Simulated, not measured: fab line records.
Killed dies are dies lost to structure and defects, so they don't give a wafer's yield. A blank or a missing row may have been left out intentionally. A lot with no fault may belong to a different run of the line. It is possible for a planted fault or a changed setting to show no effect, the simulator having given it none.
Which tool did it? -- flow berkeley-cmos170 -- 7 lots with 21 wafers sampled at 2 steps, on a route of 331 steps

## WHAT THE GAUGES READ, wafer by wafer
UCB170_M2_OVL_MEAS_16.
lot,measured,on,M2_OVL (nm)
L990,day 7 12:02,overlay-01,12 11 6
L995,day 8 16:04,overlay-02,0 2 -3
L997,day 9 02:40,overlay-01,-7 -9 -8
L101,day 10 07:38,overlay-02,-9 -15 -9
L102,day 10 07:55,overlay-01,-2 1 -9
L108,day 11 16:24,overlay-01,-8 -7 -10
L113,day 12 04:47,overlay-01,-6 -4 -8

## TOOL THAT RAN EACH LOT (tool first, then ch and the chambers of the sampled wafers, then the start)
lot,UCB170_V1_STRIP_15
L990,"plasma-asher-03 ch 0,1, day 7 06:38"
L995,"plasma-asher-01 ch 0,1, day 8 12:46"
L997,"plasma-asher-03 ch 0,1, day 8 22:27"
L101,"plasma-asher-04 ch 0,1, day 10 04:28"
L102,"plasma-asher-01 ch 1, day 10 04:45"
L108,"plasma-asher-04 ch 0,1, day 11 13:49"
L113,"plasma-asher-04 ch 0,1, day 12 02:21"
- UCB170_V1_STRIP_15: strips in O2.

## THE ANSWER, worked out from the rows above alone
Rule: the lots themselves supply what counts as usual. The widest of any qualifying gaps counts: lots, ordered by their means at a reading, are off when they make up no more than a third of the lots, leave a main group of 4 or more, and stand apart from it by 3 or more times the standard deviation of that group's means. The tables above print the reading to a certain number of digits; a main group whose means all agree to those digits is not used. A lot without any number at a reading at which 4 lots or more have one is off too. Where the step has rows for the other lots, those lots are counted as sound.
No lot is off at any reading shown: from this, nothing can be told.

## WHAT THE SIMULATOR HAD PUT IN
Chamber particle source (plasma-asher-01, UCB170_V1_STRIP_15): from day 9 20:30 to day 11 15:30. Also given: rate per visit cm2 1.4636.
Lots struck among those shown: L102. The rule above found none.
